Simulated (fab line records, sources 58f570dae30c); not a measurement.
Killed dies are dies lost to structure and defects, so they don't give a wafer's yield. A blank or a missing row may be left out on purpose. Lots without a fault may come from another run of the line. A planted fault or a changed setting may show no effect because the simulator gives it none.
Problem report in the 8D (eight disciplines) form, filled by code | flow berkeley_cmos170 | the parts of the form that need people (team, actions taken, sign-off) are left out

1. THE PROBLEM
ACTIVE_OVL at UCB170_ACTIVE_OVL_MEAS_14 reads a mean of -124 nm on 9 wafers of 3 lots; wafers without a fault read 3 nm with a standard deviation of 4.6. That is -28 standard deviations from the usual mean.
First seen on wafer L754.1, day 6 04:28, on overlay-01. The record holds 42 wafers of 14 lots with a number at this step. Rule for "out", or "out of limits": more than 4 standard deviations from the usual mean. The other wafers with a number count as sound.

2. WHAT IT IS AND WHAT IT IS NOT
question                    | is                     | is not
which readings at this step | ACTIVE_OVL             | -
which lots                  | L754, L755, L759       | L748, L751, L753, L756, L760, L761, L764, L765, L768, L769, L771
which wafers of those lots  | all that have a number | -
read on which gauges        | overlay-01, overlay-02 | -
when                        | from day 6 04:28       | up to then (6 sound wafers); but 27 sound wafers of L753, L756, L760, L761, L764, L765, L768, L769, L771 came after

3. SUSPECTS, AND WHAT RULES EACH OUT
Counting: a tool at a process step up to the reading stays a suspect if it ran every lot that is out and no sound lot after the first of them.
- the gauge at UCB170_ACTIVE_OVL_MEAS_14: ruled out. The wafers that are out were read on 2 gauges (overlay-01, overlay-02).
- krf_scanner-02 at UCB170_ACTIVE_EXPOSE_10 (exposes mask ACTIVE, target cd 1200 nm): kept. It ran every lot that is out, first L754 (day 6 03:57), and no sound lot after that.
Left after counting: krf_scanner-02 at UCB170_ACTIVE_EXPOSE_10.

4. THE CAUSE (what the simulator had put in)
Scanner matching overlay: krf_scanner-02, from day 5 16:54 on, at UCB170_ACTIVE_EXPOSE_10. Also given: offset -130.
Counting left only this tool.

5. THE CHAIN OF EFFECTS, in route order
Each row: a reading whose mean over the struck wafers that have a number lies more than 3 standard deviations from the usual. Only readings for which the record gives a usual standard deviation are gone through. hours: the time from each lot's start at the first step in this table that gives one to its start at this step, as a median over the lots. sigmas: the change in usual standard deviations.
hours | step                      | reading    | usual | on struck wafers | change | sigmas
0     | UCB170_ACTIVE_OVL_MEAS_14 | ACTIVE_OVL | 3 nm  | -124             | -127   | -28

6. WHAT WOULD HAVE CAUGHT IT SOONER
In this record the first reading out of limits at a measuring or inspecting step was taken at day 6 04:28, 12 hours after the fault began at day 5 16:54.
Of the tool readings at UCB170_ACTIVE_EXPOSE_10 for which the record gives a usual standard deviation, none was out on any struck wafer, so an alarm limit of 4 standard deviations on them would not have fired.
Of the lots that are out (3), L755, L759 began UCB170_ACTIVE_EXPOSE_10 on krf_scanner-02 after day 6 04:28. A hold on the tool at that time would have spared those 2.
